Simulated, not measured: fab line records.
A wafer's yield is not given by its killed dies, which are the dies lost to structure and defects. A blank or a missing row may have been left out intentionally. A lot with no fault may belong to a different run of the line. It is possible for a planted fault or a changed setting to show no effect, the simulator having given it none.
Which tool did it? | flow rit-cmos | at 1 step of a route of 202, 14 lots with 42 wafers sampled

WHAT THE GAUGES READ, wafer by wafer
The record holds no reading of a measuring or inspecting step that can be judged against a usual standard deviation.

EACH LOT AND THE TOOL THAT RAN IT (in order: tool; ch and the chambers of the sampled wafers; start)
lot  | RIT_NWELL_SOFTBAKE_02
L378 | litho-track-01 ch 0, day 1 20:48
L379 | litho-track-03 ch 0, day 2 00:50
L380 | litho-track-04 ch 0, day 2 05:34
L381 | litho-track-01 ch 0, day 2 12:10
L383 | litho-track-01 ch 0, day 2 22:34
L384 | litho-track-03 ch 0, day 3 02:16
L385 | litho-track-03 ch 0, day 3 07:26
L387 | litho-track-03 ch 0, day 3 16:48
L388 | litho-track-03 ch 0, day 3 23:07
L389 | litho-track-04 ch 0, day 4 02:37
L397 | litho-track-01 ch 0, day 5 20:17
L398 | litho-track-04 ch 0, day 6 01:21
L399 | litho-track-04 ch 0, day 6 05:59
L401 | litho-track-04 ch 0, day 6 14:45
- RIT_NWELL_SOFTBAKE_02: time 60 s.

AS READ BY THE TOOLS THEMSELVES (means over the sampled wafers that have a number; for cases with no such wafer, the mark the record gives instead)
RIT_NWELL_SOFTBAKE_02. Usual: heater-power-total-W 34.56 W, standard deviation 0.052; run-length-s 88.96 s, standard deviation 0.16.
lot  | tool           | heater-power-total-W (W) | run-length-s (s) | flag
L378 | litho-track-01 | 34.57                    | 89.01            |
L379 | litho-track-03 | 34.54                    | 88.90            |
L380 | litho-track-04 | 34.56                    | 89.01            |
L381 | litho-track-01 | 34.53                    | 88.99            |
L383 | litho-track-01 | 34.53                    | 88.96            |
L384 | litho-track-03 | 34.52                    | 88.86            |
L385 | litho-track-03 | 34.60                    | 88.80            |
L387 | litho-track-03 | 34.56                    | 129.46           | OFF
L388 | litho-track-03 | 34.54                    | 129.40           | OFF
L389 | litho-track-04 | 34.52                    | 89.02            |
L397 | litho-track-01 | 34.58                    | 88.99            |
L398 | litho-track-04 | 34.57                    | 89.13            |
L399 | litho-track-04 | 34.55                    | 89.12            |
L401 | litho-track-04 | 34.56                    | 89.00            |

THE ANSWER, worked out from the rows above alone
Rule: a lot is off if the mean of its wafers that have a number lies more than 3 standard deviations from the usual mean. Also off: a lot with no number at a reading for which 4 or more lots have one. All remaining lots with rows at the step are treated as sound. The gauges are gone through in route order, then the tools' own readings, and for those a lot's mean is taken as printed above. The first step at which some lot is off is used, and at that step the reading that is off furthest; a lot without a number counts as furthest.
Off at RIT_NWELL_SOFTBAKE_02 (run-length-s): L387, L388.
If a tool, at that step or one of the process steps before it, ran each lot that is off and ran no sound lot following the first of them, it fits. One candidate fits, namely litho-track-03 at RIT_NWELL_SOFTBAKE_02. A fault onset in the window from L385 (day 3 07:26, its last sound lot) to L387 (day 3 16:48, its first lot off) fits.
On the lots that are off, the tool's own readings at RIT_NWELL_SOFTBAKE_02 differ by more than 5 times the standard deviation of the sound lots' means, which bears it out; run-length-s reads 129.43 s there versus 88.98 s on the sound lots.

WHAT THE SIMULATOR PUT IN
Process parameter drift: litho-track-03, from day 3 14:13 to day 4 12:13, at RIT_NWELL_SOFTBAKE_02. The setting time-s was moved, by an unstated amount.
Struck lots among those shown: L387, L388. Same finding as the rule above.
